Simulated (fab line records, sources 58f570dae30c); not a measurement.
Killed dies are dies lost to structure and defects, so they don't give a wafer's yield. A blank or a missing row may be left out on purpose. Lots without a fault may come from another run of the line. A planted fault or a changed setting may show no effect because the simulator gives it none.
Tool commonality check | flow berkeley_cmos170 | 14 lots, 42 wafers sampled

WHY IT WAS OPENED
At UCB170_NVT_TW_MEAS_09 the reading NVT_TW is flagged on 2 of 14 lots. Wafers without a fault read 526, standard deviation 5.6.
Rule: a lot is flagged when every wafer of it that has a number lies more than 4 standard deviations from that mean, or none has a number. The other lots count as sound.

lot  | measured     | on            | NVT_TW, wafer by wafer | flag
L995 | day 6 01:06  | film_metro-02 | 525 526 528            |
L997 | day 6 19:13  | film_metro-02 | 527 527 528            |
L998 | day 6 19:20  | film_metro-02 | 529 528 528            |
L999 | day 7 01:52  | film_metro-01 | 528 533 529            |
L100 | day 7 02:26  | film_metro-01 | 527 528 526            |
L103 | day 7 21:25  | film_metro-01 | 530 532 531            |
L101 | day 7 21:51  | film_metro-01 | 528 531 532            |
L105 | day 8 04:11  | film_metro-02 | 489 488 490            | FLAGGED
L106 | day 8 04:29  | film_metro-01 | 532 533 526            |
L107 | day 8 04:44  | film_metro-02 | 488 488 488            | FLAGGED
L108 | day 9 02:24  | film_metro-01 | 528 526 528            |
L112 | day 9 13:52  | film_metro-01 | 525 525 527            |
L118 | day 10 13:53 | film_metro-03 | 513 516 514            |
L117 | day 10 14:06 | film_metro-02 | 530 529 534            |
The numbers of the flagged lots are 488 on average: -38 against the usual, or -7 standard deviations.

WHICH TOOL RAN EACH LOT
The record holds 1 process step before the reading, out of a route of 331 steps. In each cell: the tool, then ch and the chambers that the sampled wafers went through, then the start.
lot  | flag    | UCB170_NVT_IMPLANT_07
L995 |         | implanter-02 ch 0, day 6 00:51
L997 |         | implanter-03 ch 0, day 6 18:59
L998 |         | implanter-02 ch 0, day 6 19:07
L999 |         | implanter-03 ch 0, day 7 01:37
L100 |         | implanter-02 ch 0, day 7 02:11
L103 |         | implanter-04 ch 0, day 7 21:13
L101 |         | implanter-04 ch 0, day 7 21:36
L105 | FLAGGED | implanter-02 ch 0, day 8 03:56
L106 |         | implanter-03 ch 0, day 8 04:16
L107 | FLAGGED | implanter-02 ch 0, day 8 04:32
L108 |         | implanter-03 ch 0, day 9 02:10
L112 |         | implanter-03 ch 0, day 9 13:38
L118 |         | implanter-04 ch 0, day 10 13:41
L117 |         | implanter-03 ch 0, day 10 13:51
What these steps do:
- UCB170_NVT_IMPLANT_07
- UCB170_NVT_TW_MEAS_09

FLAGGED OVER TOTAL, TOOL BY TOOL (the gauges that took the reading come last)
step                  | tool          | lots run | flagged | share of the flagged lots | sound lots run after its first flagged lot
UCB170_NVT_IMPLANT_07 | implanter-02  | 5        | 2       | all                       | 0
UCB170_NVT_IMPLANT_07 | implanter-03  | 6        | 0       | none                      | -
UCB170_NVT_IMPLANT_07 | implanter-04  | 3        | 0       | none                      | -
UCB170_NVT_TW_MEAS_09 | film_metro-01 | 7        | 0       | none                      | -
UCB170_NVT_TW_MEAS_09 | film_metro-02 | 6        | 2       | all                       | 1 (L117)
UCB170_NVT_TW_MEAS_09 | film_metro-03 | 1        | 0       | none                      | -

WHAT THE TABLE ALLOWS
2 rows of the table ran every flagged lot: implanter-02 at UCB170_NVT_IMPLANT_07, film_metro-02 at UCB170_NVT_TW_MEAS_09.
- implanter-02 at UCB170_NVT_IMPLANT_07: 2 of its 5 lots flagged. Its last sound lot is L100 (day 7 02:11), its first flagged lot L105 (day 8 03:56): a fault that began between those two fits. Its own readings lie more than 4 standard deviations out on every wafer of the flagged lots: dose_ions_cm2, faraday_current_uA.
- film_metro-02 at UCB170_NVT_TW_MEAS_09: 2 of its 6 lots flagged. Sound lots ran on it after the first flagged one (L117), which a lasting fault on the whole tool wouldn't allow.
One tool is left: implanter-02 at UCB170_NVT_IMPLANT_07.

WHAT THE SIMULATOR HAD PUT IN
Process parameter drift: implanter-02, from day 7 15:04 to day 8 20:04, at UCB170_NVT_IMPLANT_07. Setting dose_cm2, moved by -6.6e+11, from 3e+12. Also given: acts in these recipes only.
Lots struck among those shown: L105, L107. The rule above found the same.
